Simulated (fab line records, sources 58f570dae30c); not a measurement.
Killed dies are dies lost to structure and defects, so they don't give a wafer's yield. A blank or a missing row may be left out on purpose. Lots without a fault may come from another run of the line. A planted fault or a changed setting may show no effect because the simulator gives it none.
fab line records | flow berkeley_cmos170
record lots=7 wafers=21 last_day=13
route steps=331 shown SACOX@99 SCREENOX@100 NVT@104 M3@331
lots that met no fault: from a run of the same line without faults
start_h: hours from the record's first day to the start of the lot's first wafer shown | wait_h: hours since the lot's step before | " the same as in the row above | L1.1+2: a row that stands for several wafers | - no value, or no start given | * or withheld: withheld | < > ~ a bound
route shown NAME@n: a module of which the file shows steps, and the number in the route of the first | usual: mean/standard deviation of fault-free wafers | same: alike in all rows | chamber/n: place in a boat | sites: the reading at each site | _std_site: their standard deviation | _edge_site: outer sites' mean less inner sites' | radius_mm: how far each site lies from the wafer's centre | mask NAME#n: copy n | behind: the tool/chamber that last shaped the wafer | hold: why the lot was held/for how many hours/how that ended | device: the transistor (n, p or np) that didn't switch | end of line: the same wafers' tests at the end of the route | a step without rows: its recipe alone | killed: dies lost to structure and defects at the first sort, not the wafer's yield | map: a wafer's dies, x killed, . not, _ none there
set.NAME: the setting as run; set.NAME@STEP: as run at that earlier step | model.NAME: the simulator's own value behind a step, which no gauge read
lots at some steps of the route; a table a step, a row a wafer
services: from which hour (start_h, from the record's first day; less than 0 if before it) a tool's chamber was out of use, for how many hours, and why
## steps
# step UCB170_SACOX_THK_MEAS_02
# recipe reads=SiO2_of_SACOX_OXIDATION_01
# usual SACOX_OXIDE_THK=14.36/0.22
# columns lot.wafer tool chamber start_h wait_h SACOX_OXIDE_THK[nm]
L447.2 film_metro-01 - 139.25 0.0 14.39
L447.5 " - " " 14.46
L447.6 " - " " 14.43
L454.1 film_metro-03 - 172.60 0.1 14.39
L454.3 " - " " 14.46
L454.4 " - " " 14.17
L461.1 film_metro-01 - 209.69 0.0 14.64
L461.5 " - " " 14.37
L461.6 " - " " 14.50
L463.3 film_metro-02 - 216.04 0.0 14.63
L463.4 " - " " 14.52
L463.6 " - " " 14.43
L465.2 film_metro-01 - 227.23 0.0 13.85
L465.5 " - " " 14.34
L465.6 " - " " 14.32
L467.1 film_metro-01 - 241.87 0.0 14.68
L467.2 " - " " 14.44
L467.4 " - " " 14.62
L468.1 film_metro-02 - 241.87 0.0 14.45
L468.4 " - " " 14.41
L468.5 " - " " 14.64
# step UCB170_SCREENOX_WET_ETCH_00
# recipe chemistry=dHF dilution=25:1 target=SiO2 temp_c=25 time_s=200
# step UCB170_SCREENOX_OXIDATION_01
# recipe temp_c=900 ambient=O2 target_thk_a=144 ox_time_s=2400
# step UCB170_SCREENOX_THK_MEAS_02
# recipe reads=SiO2_of_SCREENOX_OXIDATION_01
# usual SCREENOX_OXIDE_THK=14.38/0.23
# columns lot.wafer tool chamber start_h wait_h SCREENOX_OXIDE_THK[nm]
L447.2 film_metro-04 - 145.18 0.0 14.87
L447.5 " - " " 14.62
L447.6 " - " " 14.47
L454.1 film_metro-03 - 179.56 0.0 14.51
L454.3 " - " " 14.04
L454.4 " - " " 14.30
L461.1 film_metro-02 - 214.35 0.0 14.61
L461.5 " - " " 14.56
L461.6 " - " " 14.52
L463.3 film_metro-04 - 223.02 0.1 14.33
L463.4 " - " " 14.37
L463.6 " - " " 14.48
L465.2 film_metro-04 - 233.21 0.0 14.46
L465.5 " - " " 14.33
L465.6 " - " " 14.36
L467.1 film_metro-02 - 246.96 0.0 14.25
L467.2 " - " " 14.36
L467.4 " - " " 14.42
L468.1 film_metro-04 - 246.96 0.0 14.58
L468.4 " - " " 14.44
L468.5 " - " " 14.27
# step UCB170_SCREENOX_ANNEAL_03
# recipe temp_c=900 time_s=900 ambient=N2
# step UCB170_NVT_HMDS_00
# recipe prime_time_s=60 prime_temp_c=100
# step UCB170_NVT_COAT_01
# recipe resist=KrF spin_rpm=1500 resist_thk_nm=909.7
# step UCB170_NVT_SOFTBAKE_02
# recipe resist=KrF temp_c=130 time_s=60
# step UCB170_NVT_EXPOSE_03
# recipe mask_id=PWELL target_cd_nm=3000 na=0.5 sigma_outer=0.6 source_shape=conventional dose_mj=30
# step UCB170_NVT_PEB_04
# recipe peb_temp_c=130 peb_time_s=withheld resist=KrF
# step UCB170_NVT_DEVELOP_05
# recipe developer=TMAH develop_time_s=45 resist=KrF dev_temp_c=21
# step UCB170_NVT_OVL_MEAS_06
# usual NVT_OVL=1/6.2
# columns lot.wafer tool chamber start_h wait_h NVT_OVL[nm]
L447.2 overlay-02 - 151.87 - 1
L447.5 " - " " 0
L447.6 " - " " 3
L454.1 overlay-01 - 186.69 - 8
L454.3 " - " " 2
L454.4 " - " " 2
L461.1 overlay-02 - 220.71 - 9
L461.5 " - " " 11
L461.6 " - " " 19
L463.3 overlay-01 - 230.97 - 1
L463.4 " - " " 2
L463.6 " - " " 4
L465.2 overlay-02 - 240.22 - -8
L465.5 " - " " -4
L465.6 " - " " -2
L467.1 overlay-02 - 254.04 - 7
L467.2 " - " " 7
L467.4 " - " " 6
L468.1 overlay-01 - 254.34 - 1
L468.4 " - " " -6
L468.5 " - " " 0
# step UCB170_NVT_IMPLANT_07
# recipe species=BF2 dose_cm2=3e+12 energy_kev=50 tilt_deg=7
# usual dose_ions_cm2=3e+12/3.8e+09 faraday_current_uA=9.50/0.18
# columns lot.wafer tool chamber start_h wait_h dose_ions_cm2 faraday_current_uA
L447.2 implanter-02 0 151.93 0.0 3e+12 9.71
L447.5 " 0 " " 3.005e+12 9.34
L447.6 " 0 " " 3e+12 9.49
L454.1 implanter-04 0 186.73 0.0 3.002e+12 9.28
L454.3 " 0 " " 3.004e+12 9.52
L454.4 " 0 " " 3e+12 9.05
L461.1 implanter-04 0 220.75 0.0 2.848e+12 8.80
L461.5 " 0 " " 2.847e+12 8.94
L461.6 " 0 " " 2.841e+12 9.06
L463.3 implanter-04 0 231.05 0.1 2.851e+12 9.16
L463.4 " 0 " " 2.846e+12 9.06
L463.6 " 0 " " 2.849e+12 8.95
L465.2 implanter-04 0 240.28 0.0 2.849e+12 8.93
L465.5 " 0 " " 2.847e+12 9.16
L465.6 " 0 " " 2.847e+12 9.04
L467.1 implanter-02 0 254.08 0.0 3.001e+12 9.57
L467.2 " 0 " " 3e+12 9.51
L467.4 " 0 " " 2.998e+12 9.81
L468.1 implanter-01 0 254.38 0.0 2.999e+12 9.49
L468.4 " 0 " " 2.999e+12 9.17
L468.5 " 0 " " 2.998e+12 9.62
# step UCB170_NVT_STRIP_08
# recipe chemistry=O2 power_w=400 pressure_mtorr=3500 platen_temp_c=withheld o2_flow_sccm=400 overash_fraction=0.5
# usual drypump_motor_current_A=5.7/0.7 oes_product_au=0.734/0.0045 strip_time_to_endpoint_s=21.90/0.067
# columns lot.wafer tool chamber start_h wait_h drypump_motor_current_A oes_product_au rf_hours_counter_h strip_time_to_endpoint_s
L447.2 plasma_asher-03 0 152.05 0.1 6.0 0.732 42 21.98
L447.5 " 1 " " 4.7 0.730 - 22.05
L447.6 " 0 " " 6.0 0.724 - 22.14
L454.1 plasma_asher-03 0 186.88 0.1 6.0 0.739 46 21.86
L454.3 " 0 " " 6.0 0.738 - 22.00
L454.4 " 1 " " 4.7 0.735 - 21.78
L461.1 plasma_asher-03 0 220.90 0.1 6.0 0.737 50 21.88
L461.5 " 1 " " 4.7 0.730 - 21.89
L461.6 " 0 " " 6.0 0.734 - 21.83
L463.3 plasma_asher-04 1 231.18 0.1 5.4 0.736 - 21.91
L463.4 " 0 " " 4.9 0.738 - 22.00
L463.6 " 1 " " 5.4 0.738 - 21.96
L465.2 plasma_asher-04 1 240.40 0.1 5.4 0.726 49 21.84
L465.5 " 1 " " 5.4 0.733 - 21.87
L465.6 " 0 " " 4.9 0.732 - 21.84
L467.1 plasma_asher-03 1 254.23 0.1 4.6 0.733 53 21.86
L467.2 " 0 " " 6.0 0.734 53 21.82
L467.4 " 1 " " 4.6 0.730 - 21.83
L468.1 plasma_asher-02 1 254.53 0.1 6.6 0.732 46 21.85
L468.4 " 0 " " 6.1 0.732 - 21.87
L468.5 " 0 " " 6.1 0.742 - 21.86
# step UCB170_M3_PROBE_99
# columns lot.wafer tool chamber start_h wait_h model.etest.nmos_0p35.off_log10_a_um model.etest.ring.quiet_log10_a model.etest.cap_n_gate.c_min_ff_um2 model.etest.nmos_0p35.vt_sat_v model.etest.nmos_0p6.vt_sat_v model.etest.nmos_0p35.vt_v model.etest.nmos_0p6.vt_v model.etest.nmos_0p35.vt_long_v
L447.2 prober-02 - 213.89 0.1 -10.89 -8.638 1.242 0.3285 0.4024 0.387 0.4269 0.487
L447.5 prober-02 - 214.04 0.2 -11.03 -8.742 1.235 0.3353 0.4104 0.394 0.4297 0.4929
L447.6 prober-02 - 214.09 0.2 -10.96 -8.616 1.237 0.3401 0.4176 0.4008 0.4413 0.5014
L454.1 prober-01 - 248.00 0.1 -10.9 -8.723 1.229 0.3373 0.4162 0.3974 0.439 0.5011
L454.3 prober-01 - 248.10 0.2 -10.83 -8.684 1.213 0.3409 0.4213 0.4027 0.4437 0.5051
L454.4 prober-01 - 248.15 0.2 -10.92 -8.802 1.222 0.3443 0.4221 0.4053 0.4448 0.509
L461.1 prober-01 - 279.68 0.1 -10.64 -8.537 1.224 0.3218 0.3972 0.3831 0.4208 0.4851
L461.5 prober-01 - 279.88 0.2 -10.82 -8.553 1.217 0.321 0.4016 0.3822 0.4237 0.4842
L461.6 prober-01 - 279.93 0.2 -10.66 -8.441 1.209 0.3193 0.394 0.3797 0.416 0.4774
L463.3 prober-02 - 285.67 0.2 -10.62 -8.454 1.211 0.318 0.3997 0.3831 0.4217 0.4833
L463.4 prober-02 - 285.72 0.2 -10.73 -8.63 1.201 0.32 0.3994 0.3822 0.4219 0.4837
L463.6 prober-02 - 285.82 0.2 -10.76 -8.62 1.208 0.329 0.41 0.3921 0.435 0.4963
L465.2 prober-02 - 300.44 0.1 -10.99 -8.692 1.203 0.3353 0.4094 0.3995 0.4315 0.496
L465.5 prober-02 - 300.59 0.2 -10.8 -8.639 1.213 0.3269 0.4086 0.3905 0.4293 0.4926
L465.6 prober-02 - 300.64 0.2 -10.68 -8.58 1.205 0.3283 0.4157 0.3918 0.4373 0.4969
L467.1 prober-01 - 312.56 0.1 -11.14 -8.839 1.223 0.3608 0.435 0.4227 0.4562 0.5192
L467.2 prober-01 - 312.61 0.1 -11.12 -8.871 1.226 0.3558 0.4328 0.4148 0.454 0.5152
L467.4 prober-01 - 312.71 0.2 -11.08 -8.852 1.22 0.3518 0.432 0.4142 0.4547 0.5182
L468.1 prober-01 - 320.35 0.1 -11.11 -8.887 1.206 0.3624 0.4472 0.428 0.467 0.5333
L468.4 prober-01 - 320.50 0.2 -11.31 -8.94 1.215 0.3545 0.4305 0.4169 0.4526 0.5169
L468.5 prober-01 - 320.55 0.2 -11.18 -8.799 1.216 0.3496 0.4234 0.4122 0.4473 0.5105
# killed by level:class
L447.2 FIELD:geometric_particle:short=1 SPACER:geometric_particle:open=1 SPACER:geometric_particle:short=1
L447.5 GATE:geometric_particle:short=1 M3:geometric_particle:short=1
L447.6 ACTIVE:geometric_particle:short=1 SILICIDE:geometric_particle:open=1
L454.1 START:geometric_particle:open=1 SPACER:geometric_particle:open=1 V1:geometric_particle:short=1
L454.3 SILICIDE:geometric_particle:short=1 M2:geometric_particle:short=1
L454.4 SACOX:geometric_particle:open=1 SACOX:geometric_particle:short=1 SILICIDE:geometric_particle:short=1 SILICIDE:geometric_particle:open=1 M1:geometric_particle:short=1 V1:geometric_particle:open=1 M3:geometric_particle:short=1
L461.1
L461.5 GATE:geometric_particle:open=2 SILICIDE:geometric_particle:open=1
L461.6 SCREENOX:geometric_particle:open=1 SPACER:geometric_particle:short=1 M1:geometric_particle:short=1 V1:geometric_particle:short=1
L465.2 GATE:geometric_particle:open=1 SPACER:geometric_particle:open=1 SILICIDE:geometric_particle:open=1
L465.5 GATE:geometric_particle:open=2 SPACER:geometric_particle:short=2 WELLDRIVE:geometric_particle:short=1 FIELD:geometric_particle:open=1 SILICIDE:geometric_particle:open=1 CONTACT:geometric_particle:short=1 ACTIVE:area_etch=1
L465.6 SILICIDE:geometric_particle:open=2 WELLDRIVE:geometric_particle:open=1
L467.1 GATE:geometric_particle:short=1 SILICIDE:geometric_particle:open=1 SILICIDE:geometric_particle:short=1 V1:geometric_particle:short=1
L467.2 V1:geometric_particle:open=1
L467.4 SPACER:geometric_particle:open=1 SPACER:geometric_particle:short=1 SILICIDE:geometric_particle:open=1
L468.1 START:geometric_particle:short=1 WELLDRIVE:geometric_particle:open=1 SACOX:geometric_particle:short=1 CONTACT:geometric_particle:short=1 M1:geometric_particle:short=1 M2:geometric_particle:open=1
L468.4 SILICIDE:geometric_particle:open=1 V2:geometric_particle:open=1
L468.5 ZERO:coat_microbubble_printed=2 GATE:geometric_particle:short=1 SPACER:geometric_particle:short=1 SILICIDE:geometric_particle:open=1
## services
# columns tool chamber start_h hours kind
plasma_asher-04 - 132.59 3.6 repair
implanter-04 - 133.53 2.0 repair
implanter-02 - 135.05 1.7 repair
plasma_asher-04 - 173.59 2.8 repair
implanter-01 - 188.04 4.6 pm
implanter-02 - 192.99 2.3 repair
implanter-02 - 215.42 0.5 repair
implanter-02 - 226.81 4.3 repair
implanter-04 - 243.34 3.8 repair
## key
first_sign step=UCB170_NVT_IMPLANT_07 reading=dose_ions_cm2 direction=down sigmas=40 usual=3e+12 struck=2.847e+12
effect step=UCB170_NVT_IMPLANT_07 reading=faraday_current_uA direction=down sigmas=2.7 usual=9.50 struck=9.01
model_effect step=UCB170_M3_PROBE_99 value=etest.nmos_0p35.off_log10_a_um without=-10.96 struck=-10.74
met_at UCB170_NVT_IMPLANT_07
struck_wafers L461.1,L461.5,L461.6,L463.3,L463.4,L463.6,L465.2,L465.5,L465.6
sort_left_out L463.3,L463.4,L463.6
tester_left_out L461,L463,L465
onset_between 186.73 220.75
fault kind=process_parameter_drift tool=implanter-04 chamber=- onset_h=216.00 steps=UCB170_NVT_IMPLANT_07 channel=dose_cm2 offset=-1.5e+11 shape=step end_h=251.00 acts_in=these_recipes_only stated=3e+12
# tester_left_out: of these lots the tester's yield and bins aren't shown, on N5 and GAA mostly nor the transistor test; their killed dies are dies lost to structure and defects alone, not to doping, threshold or leakage, so they don't give the yield
# sort_left_out: the simulated sort isn't trusted on such a fault, so these wafers' sort isn't shown, and their yield isn't known
